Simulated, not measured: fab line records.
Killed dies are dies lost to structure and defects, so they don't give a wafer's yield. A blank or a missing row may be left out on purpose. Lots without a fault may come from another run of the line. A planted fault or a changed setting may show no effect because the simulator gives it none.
Tool commonality check / flow rit cmos / Sampled: 16 lots, 48 wafers

REASON FOR OPENING
4 of 16 lots carry a flag on the reading NWELL_OVL at RIT_NWELL_OVL_MEAS_06. No-fault wafers: 0.4 nm, standard deviation 1.5.
Rule: flag the lot when none of its wafers has a number, or when each of its wafers that has one lies beyond 4 standard deviations from that mean. All remaining lots are regarded as sound.

lot=L837; measured=day 1 22:35; on=overlay-01; NWELL_OVL (nm), wafer by wafer=4.3 2.4 1.5; flag=
lot=L839; measured=day 2 10:02; on=overlay-01; NWELL_OVL (nm), wafer by wafer=2.1 0.4 -0.4; flag=
lot=L840; measured=day 2 12:20; on=overlay-02; NWELL_OVL (nm), wafer by wafer=-2.0 -1.7 1.0; flag=
lot=L841; measured=day 2 17:55; on=overlay-01; NWELL_OVL (nm), wafer by wafer=2.0 0.2 1.3; flag=
lot=L842; measured=day 2 23:57; on=overlay-02; NWELL_OVL (nm), wafer by wafer=-0.3 -0.2 -0.6; flag=
lot=L844; measured=day 3 08:41; on=overlay-02; NWELL_OVL (nm), wafer by wafer=0.9 1.2 0.1; flag=
lot=L845; measured=day 3 14:14; on=overlay-02; NWELL_OVL (nm), wafer by wafer=-0.4 0.9 0.9; flag=
lot=L846; measured=day 3 18:29; on=overlay-01; NWELL_OVL (nm), wafer by wafer=3.0 1.6 -0.3; flag=
lot=L847; measured=day 4 00:46; on=overlay-01; NWELL_OVL (nm), wafer by wafer=0.6 -0.8 -1.1; flag=
lot=L849; measured=day 4 11:57; on=overlay-02; NWELL_OVL (nm), wafer by wafer=-0.7 1.3 -2.0; flag=
lot=L850; measured=day 4 15:38; on=overlay-01; NWELL_OVL (nm), wafer by wafer=-0.2 -0.1 -0.5; flag=
lot=L851; measured=day 4 20:11; on=overlay-01; NWELL_OVL (nm), wafer by wafer=2.5 3.1 2.4; flag=
lot=L852; measured=day 5 01:46; on=overlay-02; NWELL_OVL (nm), wafer by wafer=-148.5 -148.5 -148.2; flag=FLAGGED
lot=L853; measured=day 5 04:57; on=overlay-02; NWELL_OVL (nm), wafer by wafer=-149.5 -150.6 -147.6; flag=FLAGGED
lot=L855; measured=day 5 17:52; on=overlay-01; NWELL_OVL (nm), wafer by wafer=-147.8 -146.2 -148.9; flag=FLAGGED
lot=L857; measured=day 6 01:20; on=overlay-01; NWELL_OVL (nm), wafer by wafer=-147.7 -147.3 -146.6; flag=FLAGGED
Averaged over the flagged lots the numbers come to -148.1 nm, -148.5 nm from the usual (-99 or more standard deviations).

LOT BY LOT: THE TOOL USED
The record keeps 1 process step preceding the reading, out of 202 steps on the route. Read each cell as the tool, then ch plus the chambers that the sampled wafers visited, then the start.
lot=L837; flag=; RIT_NWELL_EXPOSE_03=iline stepper-02 ch 0, day 1 22:10
lot=L839; flag=; RIT_NWELL_EXPOSE_03=iline stepper-02 ch 0, day 2 09:36
lot=L840; flag=; RIT_NWELL_EXPOSE_03=iline stepper-01 ch 0, day 2 11:56
lot=L841; flag=; RIT_NWELL_EXPOSE_03=iline stepper-02 ch 0, day 2 17:31
lot=L842; flag=; RIT_NWELL_EXPOSE_03=iline stepper-02 ch 0, day 2 23:31
lot=L844; flag=; RIT_NWELL_EXPOSE_03=iline stepper-02 ch 0, day 3 08:17
lot=L845; flag=; RIT_NWELL_EXPOSE_03=iline stepper-02 ch 0, day 3 13:49
lot=L846; flag=; RIT_NWELL_EXPOSE_03=iline stepper-02 ch 0, day 3 18:04
lot=L847; flag=; RIT_NWELL_EXPOSE_03=iline stepper-02 ch 0, day 4 00:22
lot=L849; flag=; RIT_NWELL_EXPOSE_03=iline stepper-01 ch 0, day 4 11:32
lot=L850; flag=; RIT_NWELL_EXPOSE_03=iline stepper-02 ch 0, day 4 15:04
lot=L851; flag=; RIT_NWELL_EXPOSE_03=iline stepper-02 ch 0, day 4 19:47
lot=L852; flag=FLAGGED; RIT_NWELL_EXPOSE_03=iline stepper-02 ch 0, day 5 01:22
lot=L853; flag=FLAGGED; RIT_NWELL_EXPOSE_03=iline stepper-02 ch 0, day 5 04:30
lot=L855; flag=FLAGGED; RIT_NWELL_EXPOSE_03=iline stepper-02 ch 0, day 5 17:26
lot=L857; flag=FLAGGED; RIT_NWELL_EXPOSE_03=iline stepper-02 ch 0, day 6 00:56
What the steps here do:
- RIT_NWELL_EXPOSE_03: exposes mask M2, target cd 43900 nm.
- RIT_NWELL_OVL_MEAS_06

FLAGGED AGAINST TOTAL, ONE TOOL AT A TIME (gauges that did the reading follow at the end)
step=RIT_NWELL_EXPOSE_03; tool=iline stepper-01; lots run=2; flagged=0; share of the flagged lots=none; sound lots run after its first flagged lot=-
step=RIT_NWELL_EXPOSE_03; tool=iline stepper-02; lots run=14; flagged=4; share of the flagged lots=all; sound lots run after its first flagged lot=0
step=RIT_NWELL_OVL_MEAS_06; tool=overlay-01; lots run=9; flagged=2; share of the flagged lots=some; sound lots run after its first flagged lot=0
step=RIT_NWELL_OVL_MEAS_06; tool=overlay-02; lots run=7; flagged=2; share of the flagged lots=some; sound lots run after its first flagged lot=0

WHAT IS ALLOWED BY THE TABLE
All flagged lots share 1 row of the table, namely iline stepper-02 at RIT_NWELL_EXPOSE_03.
- iline stepper-02 at RIT_NWELL_EXPOSE_03: 4 of its 14 lots flagged. It ran its last sound lot, L851, at day 4 19:47 and its first flagged lot, L852, at day 5 01:22: a fault with its onset between the two fits.
iline stepper-02 at RIT_NWELL_EXPOSE_03 is the single tool remaining.

WHAT WAS PUT IN BY THE SIMULATOR
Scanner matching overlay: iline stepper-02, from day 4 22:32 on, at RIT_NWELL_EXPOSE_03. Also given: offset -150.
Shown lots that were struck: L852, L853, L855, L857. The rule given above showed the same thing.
